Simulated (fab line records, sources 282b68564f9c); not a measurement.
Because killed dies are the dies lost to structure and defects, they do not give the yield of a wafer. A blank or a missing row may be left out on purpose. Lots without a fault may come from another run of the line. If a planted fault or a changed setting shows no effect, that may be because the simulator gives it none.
Which tool is to blame? | flow ritCmos | 14 lots with 42 wafers sampled at 2 steps, on a route of 202 steps

WHAT EACH GAUGE READ, for each wafer
The record holds no reading of a measuring or inspecting step that can be judged against a usual standard deviation.

EACH LOT AND THE TOOL THAT RAN IT (in order: tool; ch and the chambers of the sampled wafers; start)
lot  | RIT_SDANNEAL_CLEAN_02         | RIT_M1_PROBE_99
L217 | wetBench-02 ch 0, day 3 02:42 | -
L218 | wetBench-02 ch 3, day 3 07:33 | -
L219 | wetBench-01 ch 2, day 3 12:28 | -
L220 | wetBench-01 ch 2, day 3 20:33 | -
L222 | wetBench-01 ch 2, day 4 03:27 | prober-02, day 4 11:07
L223 | wetBench-01 ch 2, day 4 07:50 | -
L226 | wetBench-02 ch 3, day 4 23:46 | -
L227 | wetBench-04 ch 1, day 5 03:05 | prober-01, day 5 10:45
L229 | wetBench-01 ch 3, day 5 14:58 | prober-01, day 5 23:34
L230 | wetBench-02 ch 1, day 5 20:11 | prober-02, day 6 03:52
L233 | wetBench-01 ch 0, day 6 08:28 | prober-01, day 6 16:04
L237 | wetBench-04 ch 1, day 7 05:46 | -
L238 | wetBench-04 ch 2, day 7 10:40 | -
L239 | wetBench-04 ch 2, day 7 14:18 | prober-01, day 7 21:46
- RIT_SDANNEAL_CLEAN_02: cleans in SC2, time 600 s.
- RIT_M1_PROBE_99

WHAT THE TOOLS THEMSELVES READ (means of the sampled wafers that have a number; where no wafer has one, the mark that the record gives instead)
RIT_SDANNEAL_CLEAN_02. Usual: bathGuardTempC 74.7 C, standard deviation 0.56; bathHeatDutyPct 14.5 %, standard deviation 1.6; runLengthS 629 s, standard deviation 3.9.
lot  | tool        | bathGuardTempC (C) | bathHeatDutyPct (%) | runLengthS (s) | flag
L217 | wetBench-02 | 73.9               | 16.2                | 632            | 
L218 | wetBench-02 | 73.9               | 13.8                | 633            | 
L219 | wetBench-01 | 75.1               | 13.1                | 625            | 
L220 | wetBench-01 | 75.2               | 13.5                | 634            | 
L222 | wetBench-01 | 75.1               | 13.2                | 626            | 
L223 | wetBench-01 | 75.1               | 13.3                | 633            | 
L226 | wetBench-02 | 73.9               | 13.6                | 625            | 
L227 | wetBench-04 | 74.5               | 13.6                | 635            | 
L229 | wetBench-01 | 74.9               | 13.1                | 663            | OFF
L230 | wetBench-02 | 75.3               | 15.9                | 624            | 
L233 | wetBench-01 | 75.1               | 14.0                | 663            | OFF
L237 | wetBench-04 | 74.9               | 13.4                | 626            | 
L238 | wetBench-04 | 75.3               | 18.1                | 628            | 
L239 | wetBench-04 | 75.1               | 17.8                | 626            | 

RIT_M1_PROBE_99. Usual: killedAtContacts 0.1, standard deviation 0.32; killedAtFrontEnd 7, standard deviation 3; killedDies 7, standard deviation 3; killedOpen 3.4, standard deviation 2.2; killedShort 3.3, standard deviation 1.8.
lot  | tool      | killedAtContacts | killedAtFrontEnd | killedDies | killedOpen | killedShort | flag
L222 | prober-02 | 0.0              | 8                | 8          | 4.7        | 3.7         | 
L227 | prober-01 | 0.0              | 4                | 4          | 2.0        | 1.7         | 
L229 | prober-01 | 0.0              | 5                | 5          | 3.0        | 2.3         | 
L230 | prober-02 | 0.0              | 6                | 6          | 3.7        | 2.7         | 
L233 | prober-01 | 0.0              | 5                | 5          | 3.7        | 1.3         | 
L239 | prober-01 | 0.0              | 7                | 7          | 2.7        | 4.3         | 

THE ANSWER, worked out from the rows above alone
Rule: lot off if the mean of its wafers having a number is beyond 3 standard deviations from the usual mean. A lot without any number at a reading at which 4 lots or more have one is off too. Where the step has rows for the other lots, those lots are counted as sound. First the gauges in route order, then the tools' own readings, where a lot's mean is used as printed above. At the first step where some lot is off, the reading lying furthest off is the one used; lots without a number count as furthest.
Off, at RIT_SDANNEAL_CLEAN_02 on runLengthS: L229, L233.
A tool fits if, at that step or a process step before it, it ran every lot that is off, and no sound lot after the first of them. One candidate fits, namely wetBench-01 at RIT_SDANNEAL_CLEAN_02. A fault onset in the window from L223 (day 4 07:50, its last sound lot) to L229 (day 5 14:58, its first lot off) fits.
On the lots that are off, the tool's own readings at RIT_SDANNEAL_CLEAN_02 differ by more than 5 times the standard deviation of the sound lots' means, which bears it out; runLengthS reads 663 s there versus 629 s on the sound lots.

WHAT THE SIMULATOR PUT IN
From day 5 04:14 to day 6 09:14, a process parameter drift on wetBench-01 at RIT_SDANNEAL_CLEAN_02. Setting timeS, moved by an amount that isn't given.
Lots struck among those shown: L229, L233. The rule above reached the same finding.
